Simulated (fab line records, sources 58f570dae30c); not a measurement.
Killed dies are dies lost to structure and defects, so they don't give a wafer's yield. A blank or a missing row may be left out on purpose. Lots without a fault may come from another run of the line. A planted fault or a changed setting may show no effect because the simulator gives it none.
Split-lot experiment | flow berkeley_cmos170 | 5 lots, 23 wafers read, on a route of 331 steps

THE SPLIT
At UCB170_PSD_IMPLANT_08, the setting dose_cm2 was moved away from the recipe's 3e+15 on 10 of the 23 wafers read, by -6.5% to +7.2%. The other wafers ran this setting at the recipe's value.

FROM THE SPLIT TO THE READING: what the file shows between them, 1 step
- UCB170_PSD_STRIP_09: strips in O2

THE READING
PSD_TW, at UCB170_PSD_TW_MEAS_10. Fault-free wafers of this fab line usually give 2351, standard deviation 13.

wafer  | tool, chamber at the split | dose_cm2 as run | against the recipe | PSD_TW | against lot-mates on the recipe
L074.1 | implanter-01, 0            | 3e+15           | recipe             | 2358   | -
L074.2 | implanter-01, 0            | 3e+15           | recipe             | 2364   | -
L074.3 | implanter-01, 0            | 3e+15           | recipe             | 2354   | -
L074.4 | implanter-01, 0            | 2.884e+15       | -3.9%              | 2347   | -12
L074.5 | implanter-01, 0            | 2.884e+15       | -3.9%              | 2322   | -37
L076.1 | implanter-01, 0            | 3e+15           | recipe             | 2331   | -
L076.2 | implanter-01, 0            | 2.804e+15       | -6.5%              | 2291   | -52
L076.3 | implanter-01, 0            | 3e+15           | recipe             | 2356   | -
L076.5 | implanter-01, 0            | 2.804e+15       | -6.5%              | 2302   | -42
L076.6 | implanter-01, 0            | 2.804e+15       | -6.5%              | 2299   | -44
L079.1 | implanter-01, 0            | 2.928e+15       | -2.4%              | 2328   | -19
L079.2 | implanter-01, 0            | 2.928e+15       | -2.4%              | 2319   | -28
L079.3 | implanter-01, 0            | 3e+15           | recipe             | 2349   | -
L079.5 | implanter-01, 0            | 2.928e+15       | -2.4%              | 2332   | -15
L079.6 | implanter-01, 0            | 3e+15           | recipe             | 2345   | -
L082.2 | implanter-01, 0            | 3e+15           | recipe             | 2369   | -
L082.3 | implanter-01, 0            | 3e+15           | recipe             | 2363   | -
L082.4 | implanter-01, 0            | 3e+15           | recipe             | 2343   | -
L082.5 | implanter-01, 0            | 3.215e+15       | +7.2%              | 2408   | +50
L082.6 | implanter-01, 0            | 3.215e+15       | +7.2%              | 2407   | +49
L083.3 | implanter-03, 0            | 3e+15           | recipe             | 2332   | -
L083.5 | implanter-03, 0            | 3e+15           | recipe             | 2319   | -
L083.6 | implanter-03, 0            | 3e+15           | recipe             | 2328   | -

THE FIT
A straight line over all 23 wafers: PSD_TW changes by +7.63 for each +1% of dose_cm2; r = +0.89; the points scatter about the line by 14.
The same after taking each lot's own level away (the mean of its wafers on the recipe; 23 wafers): +6.97 for each +1%; r = +0.95; scatter 8.
On that fit, the largest move of dose_cm2 shifts the reading by 50.
The lots' own levels span 2326.3 to 2358.7, that is 2.5 times the standard deviation above.
So the lot-to-lot level changes the slope little: the two slopes agree.
Check: with one of the wafers moved furthest among these (+7.2%) left out of the fit, the line predicts +49.4 for it against its lot-mates. It came out at +49.7 against them.

OTHER SPLITS ON THESE WAFERS
These wafers also went through other splits before the reading. Each is held against what the fit with the lots' levels taken away leaves over:
other split on the same wafers         | wafers away from the commonest value | r with PSD_TW (lot level and that fit taken away)
UCB170_NWELL_IMPLANT_14 energy_kev     | 5                                    | -0.13
UCB170_PWELL_CVD_05 sih2cl2_flow_sccm  | 18                                   | +0.09
UCB170_PWELL_IMPLANT_15 dose_cm2       | 8                                    | +0.12
UCB170_ACTIVE_OXIDATION_02 temp_c      | 18                                   | +0.00
UCB170_ACTIVE_EXPOSE_10 dose_mj        | 4                                    | -0.01
UCB170_ACTIVE_ETCH_15 time_s           | 7                                    | +0.12
UCB170_PFIELD_IMPLANT_07 dose_cm2      | 9                                    | -0.06
UCB170_SCREENOX_OXIDATION_01 ox_time_s | 18                                   | +0.00
UCB170_NVT_IMPLANT_07 energy_kev       | 10                                   | -0.06
UCB170_NLDD_IMPLANT_09 energy_kev      | 4                                    | +0.19

THE WHOLE CHAIN: every reading that the file lists as answering this split, in the file's order
step                  | what it does | reading                  | change (the file's fit)              | r (the file's)
UCB170_PSD_STRIP_09   | strips in O2 | strip_time_to_endpoint_s | withheld for each +1% of the setting | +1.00
UCB170_PSD_TW_MEAS_10 |              | PSD_TW                   | +6.96 for each +1% of the setting    | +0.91

THE FILE'S OWN FIT
PSD_TW changes by +6.96 for each +1% of dose_cm2, r = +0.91.
